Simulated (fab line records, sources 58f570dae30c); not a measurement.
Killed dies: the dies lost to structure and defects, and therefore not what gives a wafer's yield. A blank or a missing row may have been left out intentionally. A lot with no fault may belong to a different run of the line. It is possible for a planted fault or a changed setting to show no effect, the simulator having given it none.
One fault through the eyes of 2 desks || flow berkeleyCmos170 || numbers are kept per desk, each desk with only its own; the story behind them comes last

## METROLOGY DESK
What the gauges read, lot by lot, whatever tool the lot ran on: means of the sampled wafers that have a number. The brackets show how far a lot's mean lies from the usual mean; more than 4 standard deviations puts the lot out of limits, marked OUT.
Columns: A = cdNm at UCB170_CONTACT_CD_MEAS_15, usual 700.3 nm; B = M1_OVL at UCB170_M1_OVL_MEAS_10, usual -2 nm
{"lot": "L646", "first seen here": "day 7 03:40", "A": 699.9, "B": -4}
{"lot": "L647", "first seen here": "day 7 04:34", "A": 698.1, "B": 2}
{"lot": "L645", "first seen here": "day 7 05:36", "A": 699.6, "B": -4}
{"lot": "L649", "first seen here": "day 7 17:40", "A": 699.5, "B": -3}
{"lot": "L650", "first seen here": "day 7 19:59", "A": 703.1, "B": 1}
{"lot": "L653", "first seen here": "day 8 15:53", "A": 701.3, "B": "53 (+10) OUT"}
{"lot": "L654", "first seen here": "day 9 10:08", "A": 699.4, "B": "53 (+10) OUT"}
{"lot": "L656", "first seen here": "day 9 15:15", "A": 701.5, "B": 0}
{"lot": "L660", "first seen here": "day 10 02:57", "A": 700.0, "B": -6}
{"lot": "L665", "first seen here": "day 10 22:39", "A": 698.1, "B": 2}
{"lot": "L663", "first seen here": "day 10 22:57", "A": 699.6, "B": 0}
{"lot": "L664", "first seen here": "day 11 20:47", "A": 698.5, "B": 7}
{"lot": "L668", "first seen here": "day 12 00:32", "A": 699.2, "B": 3}
Per this desk, out of limits: L653, L654; the first was L653, day 8 18:29 (M1_OVL at UCB170_M1_OVL_MEAS_10). Within limits: L646, L647, L645, L649, L650, L656, L660, L665, L663, L664, L668.

## TOOL OWNER'S DESK, krfScanner-01
The tool's own readings at UCB170_M1_EXPOSE_06 (exposes mask METAL1, target cd 700 nm): means of the sampled wafers that have a number, for each lot that ran on this tool. The brackets show how far a lot's mean lies from the usual mean; more than 4 standard deviations puts the lot out of limits, marked OUT.
Columns: A = exposureDoseMJCm2 at UCB170_M1_EXPOSE_06, usual 20.996
{"lot": "L645", "first seen here": "day 7 07:09", "A": 20.982}
{"lot": "L649", "first seen here": "day 7 19:11", "A": 21.022}
{"lot": "L653", "first seen here": "day 8 17:20", "A": 21.001}
{"lot": "L654", "first seen here": "day 9 11:52", "A": 20.988}
This desk's finding: nothing out of limits on any of the 4 lots.

## PUT TOGETHER
On L653, L654, the metrology desk was in a position to raise an alarm at day 8 18:29.
The tool owner's desk saw nothing out of limits.
Tool owner's desk: L653, L654 on record, inside its limits.
Every lot named ran UCB170_M1_EXPOSE_06 on krfScanner-01.

## WHAT THE SIMULATOR HAD INSERTED
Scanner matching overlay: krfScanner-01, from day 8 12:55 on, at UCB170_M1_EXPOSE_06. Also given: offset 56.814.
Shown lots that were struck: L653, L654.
Delay in hours, fault start to first out-of-limits reading, per desk: metrology desk 6.
